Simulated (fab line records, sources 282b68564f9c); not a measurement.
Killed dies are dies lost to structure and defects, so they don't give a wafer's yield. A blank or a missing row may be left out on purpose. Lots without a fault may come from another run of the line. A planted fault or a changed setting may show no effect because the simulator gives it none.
Split-lot experiment | flow rit_cmos | 5 lots, 23 wafers read, on a route of 202 steps

THE SPLIT
At RIT_ACTIVE_DEVELOP_10 (develop time 50 s), the setting develop_time_s was moved away from the recipe's 50 s on 9 of the 23 wafers read, by -12.8% to +11.5%. The other wafers ran this setting at the recipe's value.

FROM THE SPLIT TO THE READING: what the file shows between them, 4 steps
- RIT_ACTIVE_CD_MEAS_11: target cd 1400 nm
- RIT_ACTIVE_HARDBAKE_12: time 60 s
- RIT_ACTIVE_ETCH_13: etches Si3N4 in SF6, stops on SiO2, time 210 s, target depth 210 nm
- RIT_ACTIVE_STRIP_14: strips in O2, time 180 s

THE READING
cd_nm, in nm, at RIT_ACTIVE_CD_MEAS_90 (target cd 1400 nm). Fault-free wafers of this fab line usually give 1401.9 nm, standard deviation 2.2 nm.

wafer  | tool, chamber at the split | develop_time_s as run, s | against the recipe | cd_nm, nm | against lot-mates on the recipe
L075.2 | litho_track-01, 0          | 50                       | recipe             | 1402.2    | -
L075.3 | litho_track-01, 0          | 50                       | recipe             | 1401.8    | -
L075.6 | litho_track-01, 0          | 50                       | recipe             | 1404.1    | -
L078.2 | litho_track-01, 0          | 50                       | recipe             | 1400.1    | -
L078.3 | litho_track-01, 0          | 50                       | recipe             | 1399.0    | -
L078.4 | litho_track-01, 0          | 54.19                    | +8.4%              | 1392.6    | -7.0
L078.5 | litho_track-01, 0          | 54.19                    | +8.4%              | 1392.0    | -7.5
L078.6 | litho_track-01, 0          | 54.19                    | +8.4%              | 1391.7    | -7.8
L079.1 | litho_track-01, 0          | 43.58                    | -12.8%             | 1415.3    | +13.3
L079.2 | litho_track-01, 0          | 43.58                    | -12.8%             | 1417.9    | +15.9
L079.3 | litho_track-01, 0          | 50                       | recipe             | 1401.5    | -
L079.5 | litho_track-01, 0          | 50                       | recipe             | 1401.9    | -
L079.6 | litho_track-01, 0          | 50                       | recipe             | 1402.5    | -
L081.2 | litho_track-01, 0          | 50                       | recipe             | 1401.8    | -
L081.3 | litho_track-01, 0          | 50                       | recipe             | 1400.8    | -
L081.4 | litho_track-01, 0          | 47.1                     | -5.8%              | 1406.7    | +5.5
L081.5 | litho_track-01, 0          | 50                       | recipe             | 1401.0    | -
L081.6 | litho_track-01, 0          | 47.1                     | -5.8%              | 1404.8    | +3.6
L082.2 | litho_track-02, 0          | 50                       | recipe             | 1401.1    | -
L082.3 | litho_track-02, 0          | 50                       | recipe             | 1402.4    | -
L082.4 | litho_track-02, 0          | 55.77                    | +11.5%             | 1391.3    | -11.0
L082.5 | litho_track-02, 0          | 55.77                    | +11.5%             | 1393.0    | -9.3
L082.6 | litho_track-02, 0          | 50                       | recipe             | 1403.3    | -

THE FIT
A straight line over all 23 wafers: cd_nm changes by -1.02 nm for each +1% of develop_time_s; r = -0.97; the points scatter about the line by 1.6 nm.
The same after taking each lot's own level away (the mean of its wafers on the recipe; 23 wafers): -0.975 nm for each +1%; r = -0.98; scatter 1.2 nm.
On that fit, the largest move of develop_time_s shifts the reading by 13 nm.
The lots' own levels span 1399.55 to 1402.70 nm, that is 1.4 times the standard deviation above.
So the lot-to-lot level changes the slope little: the two slopes agree.
Check: with one of the wafers moved furthest among these (-12.8%) left out of the fit, the line predicts +12.6 nm for it against its lot-mates. It came out at +13.3 nm against them.

OTHER SPLITS ON THESE WAFERS
These wafers also went through other splits before the reading. Each is held against what the fit with the lots' levels taken away leaves over:
other split on the same wafers | wafers away from the commonest value | r with cd_nm (lot level and that fit taken away)
RIT_ACTIVE_CVD_03 time_s       | 15                                   | -0.34

THE WHOLE CHAIN: every reading that the file lists as answering this split, in the file's order
step                  | what it does                                                        | reading                                                       | change (the file's fit)               | r (the file's)
RIT_ACTIVE_CD_MEAS_11 | target cd 1400 nm                                                   | cd_nm                                                         | -0.959 nm for each +1% of the setting | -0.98
RIT_ACTIVE_ETCH_13    | etches Si3N4 in SF6, stops on SiO2, time 210 s, target depth 210 nm | ACTIVE.cd_nm (the simulator's own value, which no gauge read) | -0.937 nm for each +1% of the setting | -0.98
RIT_ACTIVE_CD_MEAS_90 | target cd 1400 nm                                                   | cd_nm                                                         | -0.979 nm for each +1% of the setting | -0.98

THE FILE'S OWN FIT
cd_nm changes by -0.979 nm for each +1% of develop_time_s, r = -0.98.
